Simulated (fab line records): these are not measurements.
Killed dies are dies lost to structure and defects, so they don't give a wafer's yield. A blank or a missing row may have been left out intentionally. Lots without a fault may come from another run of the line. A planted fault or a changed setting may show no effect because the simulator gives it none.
A lot that was struck, set against a sound lot :: flow rit-cmos :: 26 steps out of a route of 202
Sound: the wafers L772.1, L772.2, L772.4. The struck wafers were L780.1, L780.4, L780.6. At the end, the cause is stated.
Order at every step that has rows: each side's tool, ch and its chambers, its first start. Under that, the readings that differ: sound wafers :: struck wafers :: difference of the means :: sigmas: that difference in standard deviations of wafers without a fault.
alike: same words and numbers on both sides, and readings whose means sit less than 2 such deviations apart. not compared: any withheld reading, any reading some wafer has no value for, any bound like >300 that may hide the same value, and any number with overlapping values for which the record gives no deviation.
A row with sigmas, a row that says differs or no value, or rows on one side alone: a step with any of these is where the two part. Numbers that don't overlap but have no deviation are shown without sigmas and don't part them. Lack of a reading on every wafer of one side parts them only where that side has two or more wafers.

first, 2 steps without rows for these wafers: RIT_REOX_CLEAN_02 (cleans in SC2, time 600 s); RIT_REOX_OXIDATION_03 (target thk 25.2 nm, ox time 5580 s).
RIT_REOX_THK_MEAS_04:
  sound: film-metro-04 at day 3 04:13; struck: film-metro-04 at day 4 19:27
  alike: REOX_OXIDE_THK
then, 6 steps without rows for these wafers: RIT_NLDD_HMDS_00 (prime time 60 s); RIT_NLDD_COAT_01 (resist thk 988.5 nm); RIT_NLDD_SOFTBAKE_02 (time 60 s); RIT_NLDD_EXPOSE_03 (exposes mask M7, target cd 40700 nm); RIT_NLDD_PEB_04; RIT_NLDD_DEVELOP_05 (develop time 50 s).
RIT_NLDD_OVL_MEAS_06:
  sound: overlay-01 at day 3 05:08; struck: overlay-01 at day 4 20:32
  alike: NLDD_OVL
then, 2 steps without rows for these wafers: RIT_NLDD_HARDBAKE_07 (time 60 s); RIT_NLDD_IMPLANT_08.
RIT_NLDD_STRIP_09: strips in O2, time 180 s.
  sound on plasma-asher-02 ch 0,1, day 3 05:28; struck on plasma-asher-02 ch 0,1, day 4 20:52
reading: run-length-s (s)
sound: 207.7 208.1 208.4
struck: 72.3 72.1 72.4
difference: -135.8
sigmas: -99 or more

reading: model.NOVOLAK_of_NLDD_COAT_01.thk-nm (nm)
sound: 0 0 0
struck: 142.7 144.7 142.4
difference: +143.3
sigmas: 
  alike: drypump-motor-current-A
  not compared: rf-hours-counter-h
RIT_NLDD_TW_MEAS_10:
  sound: film-metro-04 at day 3 05:39; struck: film-metro-02 at day 4 21:02
  alike: NLDD_TW
then, 6 steps without rows for these wafers: RIT_PLDD_HMDS_00 (prime time 60 s); RIT_PLDD_COAT_01 (resist thk 1000 nm); RIT_PLDD_SOFTBAKE_02 (time 60 s); RIT_PLDD_EXPOSE_03 (exposes mask M8, target cd 40900 nm); RIT_PLDD_PEB_04; RIT_PLDD_DEVELOP_05 (develop time 50 s).
RIT_PLDD_OVL_MEAS_06:
  sound: overlay-02 at day 3 06:41; struck: overlay-01 at day 4 21:57
reading: PLDD_OVL (nm)
sound: -0.5 -1.0 -0.9
struck: 1.7 1.8 3.9
difference: +3.3
sigmas: +2
then, 2 steps without rows for these wafers: RIT_PLDD_HARDBAKE_07 (time 60 s); RIT_PLDD_IMPLANT_08.
RIT_PLDD_STRIP_09: strips in O2, time 180 s.
  sound on plasma-asher-04 ch 0,1, day 3 07:01; struck on plasma-asher-02 ch 0,1, day 4 22:17
  alike: drypump-motor-current-A, run-length-s
  not compared: rf-hours-counter-h
RIT_PLDD_TW_MEAS_10:
  sound: film-metro-04 at day 3 07:11; struck: film-metro-02 at day 4 22:28
reading: PLDD_TW
sound: 2360 2359 2365
struck: 30 30 30
difference: -2331
sigmas: -99 or more
then, 1 step without rows for these wafers: RIT_SPACER_CLEAN_00 (cleans in SC1, time 600 s).

WHERE THEY PART
Earliest at RIT_NLDD_STRIP_09; latest, in this record, at RIT_PLDD_TW_MEAS_10.

WHY: what the simulator had put in
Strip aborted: plasma-asher-02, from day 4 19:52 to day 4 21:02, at RIT_NLDD_STRIP_09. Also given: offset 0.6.
